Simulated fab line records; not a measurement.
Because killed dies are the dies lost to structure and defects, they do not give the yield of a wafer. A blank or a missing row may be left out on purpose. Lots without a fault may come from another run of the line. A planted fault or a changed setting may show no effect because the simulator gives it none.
Struck lot and sound lot, side by side / flow rit-cmos / 19 steps out of a route of 202
Sound: these wafers, L530.3, L530.4, L530.5. Struck: wafer L541.6 (left out: L541.1, L541.3 of the same lot, which were not struck); the cause appears at the end.
Per side, at each step with rows, come the tool, then ch with its chambers, and then its first start. Under that, the readings that differ: sound wafers / struck wafers / difference of the means / sigmas: that difference in standard deviations of wafers without a fault.
alike: words and numbers the same on both sides, and readings whose means are apart by under 2 such deviations; not compared: readings that were withheld, readings missing a value for some wafer, numbers with overlapping values and no deviation given by the record, and bounds like >300 which may hide the same value.
A row with sigmas, a row that says differs or no value, or rows on one side alone: a step with any of these is where the two part. Numbers that don't overlap but have no deviation are shown without sigmas and don't part them. A reading that every wafer of one side lacks parts them only if that side has two wafers or more.

RIT_M1_SPUTTER_00: material Al, target thk 400 nm, time 500 s.
  sound: pvd-sputter-04 at day 4 17:05; struck: pvd-sputter-03 at day 7 07:04
reading=throttle-valve-pct (%); sound=31.8 29.8 31.5; struck=29.1; difference=-1.9; sigmas=-2
RIT_M1_RS_MEAS_01: measurement is done with a four-point probe.
  sound: film-metro-01 at day 4 17:25; struck: film-metro-01 at day 7 07:22
  alike: M1_AL_RS
RIT_M1_THK_MEAS_02: measures by xrf.
  sound: film-metro-01 at day 4 17:31; struck: film-metro-01 at day 7 07:29
  alike: M1_AL_THK
then, 6 steps without rows for these wafers: RIT_M1_HMDS_03 (prime time 60 s); RIT_M1_COAT_04 (resist thk 1300 nm); RIT_M1_SOFTBAKE_05 (time 60 s); RIT_M1_EXPOSE_06 (exposes mask M12, target cd 2600 nm); RIT_M1_PEB_07; RIT_M1_DEVELOP_08 (develop time 68 s).
RIT_M1_CD_MEAS_09 targets a cd of 2600 nm.
  sound: cd-sem-02 at day 4 18:37; struck: cd-sem-02 at day 7 08:25
  alike: cd-nm
RIT_M1_OVL_MEAS_10:
  sound: overlay-01 at day 4 18:42; struck: overlay-02 at day 7 08:32
  alike: M1_OVL
then, 1 step without rows for these wafers: RIT_M1_HARDBAKE_11 (time 120 s).
RIT_M1_METAL_ETCH_12: etches Al in Cl2/BCl3, stops on SiO2, time 165 s, target depth 600 nm.
  sound on rie-metal-01 ch 0,1, day 4 19:17; struck on rie-metal-01 ch 0, day 7 08:49
  alike: drypump-motor-current-A, oes-product-au, throttle-valve-pct
  not compared: rf-hours-counter-h
then, 1 step without rows for these wafers: RIT_M1_STRIP_13 (strips in nmp, time 600 s).
RIT_M1_STRIP_14: strips in O2, time 180 s.
  sound on plasma-asher-04 ch 0,1, day 4 19:38; struck on plasma-asher-01 ch 1, day 7 09:10
  alike: drypump-motor-current-A
  not compared: rf-hours-counter-h
RIT_M1_CD_MEAS_90 targets a cd of 2600 nm.
  sound: cd-sem-01 at day 4 19:47; struck: cd-sem-02 at day 7 09:20
  alike: cd-nm
then, 1 step without rows for these wafers: RIT_M1_ANNEAL_15 (time 1800 s).
RIT_M1_BOW_MEAS_16:
  sound: film-metro-03 at day 4 21:25; struck: film-metro-01 at day 7 10:58
  alike: M1_BOW
RIT_M1_PROBE_99:
  sound: prober-01 at day 4 21:35; struck: prober-01 at day 7 11:20
reading=defect-limited-yield (%); sound=98.5 98.1 98.1; struck=94.7; difference=-3.5; sigmas=-3
reading=killed_at_M0_to_M3; sound=0 0 0; struck=6; difference=+6; sigmas=+72
reading=killed-dies; sound=4 5 5; struck=14; difference=+9; sigmas=+3
reading=sort_bin_6_memory (%); sound=0 0.8 0.8; struck=3.0; difference=+2.5; sigmas=+4
reading=sort-n-pass; sound=260 259 259; struck=250; difference=-9; sigmas=-3
reading=sort-yield-pct (%); sound=98.5 98.1 98.1; struck=94.7; difference=-3.5; sigmas=-3
reading=model.etest.tester.sort-n-pass; sound=260 259 259; struck=250; difference=-9; sigmas=
reading=model.etest.tester.sort-yield-pct (%); sound=98.48 98.11 98.11; struck=94.7; difference=-3.5; sigmas=
  alike: killed-at-contacts, killed-at-front-end, killed-open, killed-short, sort_bin_3_pad_short, sort_bin_5_function

WHERE THEY PART
At RIT_M1_SPUTTER_00 first; at RIT_M1_PROBE_99 last (within this record only).

WHY: what the simulator had put in
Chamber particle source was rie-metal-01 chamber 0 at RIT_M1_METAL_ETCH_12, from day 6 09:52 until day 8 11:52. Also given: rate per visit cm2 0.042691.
